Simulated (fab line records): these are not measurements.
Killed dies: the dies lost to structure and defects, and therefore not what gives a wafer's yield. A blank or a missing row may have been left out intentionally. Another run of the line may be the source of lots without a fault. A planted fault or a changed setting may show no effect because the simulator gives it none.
Comparing a struck lot with a sound one || flow rit_cmos || 20 steps out of a route of 202
Sound: wafers L201.1, L201.4, L201.5. Wafers struck: L207.1, L207.2, L207.4. At the end, the cause is stated.
At each step with rows: each side's tool, then ch and its chambers, then its first start. Under that, the readings that differ: sound wafers || struck wafers || difference of the means || sigmas: that difference in standard deviations of wafers without a fault.
alike: readings with means less than 2 such deviations apart, plus words and numbers identical on both sides. not compared: withheld readings, readings lacking a value on some wafer, bounds such as >300 that could conceal the same value, and numbers that have no deviation in the record and whose values overlap.
Wherever a step has rows on one side only, a row that says differs or no value, or a row with sigmas, the two part there. Numbers that have no deviation but don't overlap get no sigmas and don't part them. Lack of a reading on every wafer of one side parts them only where that side has two or more wafers.

first, 2 steps without rows for these wafers: RIT_NWELL_HARDBAKE_07 (time 120 s); RIT_NWELL_IMPLANT_08.
RIT_NWELL_STRIP_09: strips in O2, time 180 s.
  sound on plasma_asher-02 ch 1, day 2 03:26; struck on plasma_asher-01 ch 0,1, day 3 08:50
  alike: drypump_motor_current_A
  not compared: rf_hours_counter_h
RIT_NWELL_TW_MEAS_10:
  sound: film_metro-02 at day 2 03:37; struck: film_metro-04 at day 3 09:13
  alike: NWELL_TW
then, 6 steps without rows for these wafers: RIT_PWELL_HMDS_00 (prime time 60 s); RIT_PWELL_COAT_01 (resist thk 1300 nm); RIT_PWELL_SOFTBAKE_02 (time 60 s); RIT_PWELL_EXPOSE_03 (exposes mask M3, target cd 43700 nm); RIT_PWELL_PEB_04; RIT_PWELL_DEVELOP_05 (develop time 68 s).
RIT_PWELL_OVL_MEAS_06:
  sound: overlay-02 at day 2 04:33; struck: overlay-01 at day 3 10:25
  alike: PWELL_OVL
then, 1 step without rows for these wafers: RIT_PWELL_HARDBAKE_07 (time 120 s).
RIT_PWELL_IMPLANT_08:
  sound on implanter-02 ch 0, day 2 04:50; struck on implanter-04 ch 0, day 3 10:41
{"reading": "dose_ions_cm2", "sound": "6.989e+13 6.994e+13 7.016e+13", "struck": "9.935e+13 9.951e+13 9.939e+13", "difference": "+2.942e+13", "sigmas": "+99 or more"}
{"reading": "faraday_current_uA", "sound": "228 223 217", "struck": "313 309 328", "difference": "+94", "sigmas": "+21"}
RIT_PWELL_STRIP_09: strips in O2, time 180 s.
  sound on plasma_asher-04 ch 0,1, day 2 04:59; struck on plasma_asher-02 ch 0,1, day 3 10:50
{"reading": "drypump_motor_current_A (A)", "sound": "5.0 5.5 5.0", "struck": "5.7 5.9 5.9", "difference": "+0.7", "sigmas": "+2"}
  not compared: rf_hours_counter_h
RIT_PWELL_TW_MEAS_10:
  sound: film_metro-01 at day 2 05:10; struck: film_metro-04 at day 3 11:01
{"reading": "PWELL_TW", "sound": "930 926 930", "struck": "1070 1074 1071", "difference": "+143", "sigmas": "+12"}
then, 1 step without rows for these wafers: RIT_WELLDRIVE_ANNEAL_00 (time 14700 s).
RIT_WELLDRIVE_RS_MEAS_01: measures by four-point-probe.
  sound: film_metro-01 at day 2 11:15; struck: film_metro-02 at day 3 17:57
  alike: NWELL_RS
RIT_WELLDRIVE_RS_MEAS_02: measures by four-point-probe.
  sound: film_metro-01 at day 2 11:22; struck: film_metro-02 at day 3 18:04
{"reading": "PWELL_RS (ohm/sq)", "sound": "431.2 430.5 428.8", "struck": "344.3 345.5 345.1", "difference": -85.2, "sigmas": -71}
then, 1 step without rows for these wafers: RIT_NRETRO_HMDS_00 (prime time 60 s).
RIT_M1_PROBE_99:
  sound: prober-01 at day 3 18:29; struck: prober-01 at day 5 03:03
{"reading": "model.etest.nmos_0p3.r_on_ohm_um", "sound": "2188 2147 2167", "struck": "2609 2592 2622", "difference": "+440", "sigmas": ""}
{"reading": "model.etest.nmos_0p15.r_on_ohm_um", "sound": "1158 1112 1148", "struck": "1349 1320 1374", "difference": "+208", "sigmas": ""}
{"reading": "model.etest.pwell_pinched.rs_ohm_sq", "sound": "468.5 463.7 461.5", "struck": "366.4 363.7 371.4", "difference": -97.4, "sigmas": ""}
{"reading": "model.etest.pwell.rs_ohm_sq", "sound": "424.3 424.4 418.6", "struck": "333.6 334 335.6", "difference": -88.0, "sigmas": ""}
{"reading": "model.etest.nmos_turned.drive_ua_um", "sound": "325.2 324.7 314.5", "struck": "214.9 224.8 222.5", "difference": -100.7, "sigmas": ""}
{"reading": "model.etest.nmos_0p15.drive_ua_um", "sound": "467 479.6 469.6", "struck": "363.8 372.6 365.6", "difference": -104.7, "sigmas": ""}
{"reading": "model.etest.nmos_narrow.drive_ua_um", "sound": "216.9 220.6 225.6", "struck": "166.5 168.9 169.3", "difference": -52.8, "sigmas": ""}
{"reading": "model.etest.nmos_0p3.drive_ua_um", "sound": "227.2 228.5 230.5", "struck": "168.7 169.8 169.3", "difference": -59.5, "sigmas": ""}
  alike: killed_at_contacts, killed_at_front_end, killed_dies, killed_open, killed_short

## WHERE THEY PART
First at RIT_PWELL_IMPLANT_08; last, within this record, at RIT_WELLDRIVE_RS_MEAS_02. Later steps at which nothing parts them and some readings are alike: RIT_M1_PROBE_99.

WHY: whatever the simulator had introduced
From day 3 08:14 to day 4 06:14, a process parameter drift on implanter-04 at RIT_PWELL_IMPLANT_08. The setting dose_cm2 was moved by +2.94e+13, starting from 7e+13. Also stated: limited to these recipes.
